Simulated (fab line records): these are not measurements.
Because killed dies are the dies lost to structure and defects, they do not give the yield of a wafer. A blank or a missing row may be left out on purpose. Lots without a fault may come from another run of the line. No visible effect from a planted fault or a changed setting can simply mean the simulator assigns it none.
The tool behind it: which one? | flow berkeley-cmos170 | Sampling: 7 lots, 21 wafers, 2 of 331 route steps

## WHAT THE GAUGES READ, wafer by wafer
UCB170_CONTACT_CD_MEAS_15: the cd target is 700 nm.
lot  | measured     | on        | cd-nm (nm)
L479 | day 8 18:00  | cd-sem-01 | 699.1 699.2 698.5
L483 | day 10 03:55 | cd-sem-01 | 697.8 699.2 697.5
L484 | day 10 04:54 | cd-sem-01 | 703.0 701.5 701.1
L488 | day 11 08:06 | cd-sem-02 | 702.5 702.2 702.5
L493 | day 11 21:30 | cd-sem-01 | 700.5 700.0 700.8
L497 | day 13 10:17 | cd-sem-01 | 693.0 692.2 692.2
L499 | day 13 19:17 | cd-sem-01 | 699.2 700.3 698.5

## EACH LOT AND THE TOOL THAT RAN IT (in order: tool; ch and the chambers of the sampled wafers; start)
lot  | UCB170_CONTACT_COAT_10
L479 | litho-track-01 ch 0, day 8 17:00
L483 | litho-track-03 ch 0, day 10 02:00
L484 | litho-track-03 ch 0, day 10 04:00
L488 | litho-track-02 ch 0, day 11 07:00
L493 | litho-track-03 ch 0, day 11 20:00
L497 | litho-track-01 ch 0, day 13 09:00
L499 | litho-track-02 ch 0, day 13 18:00
- UCB170_CONTACT_COAT_10: resist thk 900 nm.

## THE ANSWER, worked out from the rows above alone
Rule: what is usual is taken from the lots themselves. The widest of any qualifying gaps counts: lots, ordered by their means at a reading, are off when they make up no more than a third of the lots, leave a main group of 4 or more, and stand apart from it by 3 or more times the standard deviation of that group's means. A main group is skipped when, at the precision printed for the reading in the tables above, its means are all equal. Also off: a lot with no number at a reading for which 4 or more lots have one. The other lots that the step has rows for count as sound.
Off: L497 (UCB170_CONTACT_CD_MEAS_15, cd-nm). The main group: mean 700.2 nm, standard deviation 1.5.
A tool fits if, at a process step before that reading, it ran every lot that is off, and no sound lot after the first of them. Those tools and the gauges at UCB170_CONTACT_CD_MEAS_15 are tried in the same way. One fits: UCB170_CONTACT_COAT_10 on litho-track-01. A fault onset in the window from L479 (day 8 17:00, its last sound lot) to L497 (day 13 09:00, its first lot off) fits.

## WHAT THE SIMULATOR PUT IN
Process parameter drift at UCB170_CONTACT_COAT_10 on litho-track-01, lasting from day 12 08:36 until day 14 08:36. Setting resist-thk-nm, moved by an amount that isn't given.
Shown lots that were struck: L497. Same finding as the rule above.
